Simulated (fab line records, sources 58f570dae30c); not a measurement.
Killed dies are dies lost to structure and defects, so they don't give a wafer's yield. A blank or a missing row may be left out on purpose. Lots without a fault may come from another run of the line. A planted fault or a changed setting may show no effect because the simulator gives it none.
Which tool did it? | flow berkeley_cmos170 | 15 lots, 45 wafers sampled, at 1 step of a route of 331

WHAT THE GAUGES READ, wafer by wafer
UCB170_PWELL_TW_MEAS_17. Usual: PWELL_TW 383.7, standard deviation 2.3.
lot  | measured    | on            | PWELL_TW          | flag
L472 | day 2 23:05 | film_metro-04 | 380.4 382.0 381.7 |
L474 | day 3 13:38 | film_metro-03 | 382.2 385.0 385.2 |
L473 | day 3 13:38 | film_metro-04 | 380.6 380.0 381.4 |
L476 | day 3 20:45 | film_metro-04 | 381.9 381.8 381.5 |
L477 | day 4 06:56 | film_metro-01 | 380.0 381.4 382.8 |
L478 | day 4 10:40 | film_metro-04 | 383.5 383.0 382.1 |
L481 | day 4 21:44 | film_metro-01 | 384.6 381.7 381.9 |
L482 | day 4 22:20 | film_metro-04 | 383.4 382.3 385.0 |
L484 | day 5 08:58 | film_metro-01 | 387.5 388.2 389.4 |
L483 | day 5 09:11 | film_metro-03 | 383.9 381.1 381.7 |
L485 | day 5 15:36 | film_metro-03 | 384.1 382.4 384.2 |
L488 | day 6 12:04 | film_metro-01 | 387.7 385.8 387.2 |
L492 | day 7 05:46 | film_metro-03 | 383.0 385.3 385.5 |
L491 | day 7 05:55 | film_metro-01 | 387.5 385.9 387.8 |
L495 | day 7 21:32 | film_metro-04 | 382.2 382.0 379.2 |

WHICH TOOL RAN EACH LOT (tool, then ch and the chambers of the sampled wafers, then the start)
The record holds no process step before these readings.

WHAT THE TOOLS THEMSELVES READ (means of the sampled wafers that have a number; where no wafer has one, the mark that the record gives instead)
The record holds no such reading with a usual standard deviation.

THE ANSWER, worked out from the rows above alone
Rule: a lot is off if the mean of its wafers that have a number lies more than 3 standard deviations from the usual mean. A lot without any number at a reading at which 4 lots or more have one is off too. The other lots that the step has rows for count as sound. The gauges are gone through in route order, then the tools' own readings, and for those a lot's mean is taken as printed above. The first step at which some lot is off is used, and at that step the reading that is off furthest; a lot without a number counts as furthest.
No lot is off at any reading shown: from this, nothing can be told.

WHAT THE SIMULATOR HAD PUT IN
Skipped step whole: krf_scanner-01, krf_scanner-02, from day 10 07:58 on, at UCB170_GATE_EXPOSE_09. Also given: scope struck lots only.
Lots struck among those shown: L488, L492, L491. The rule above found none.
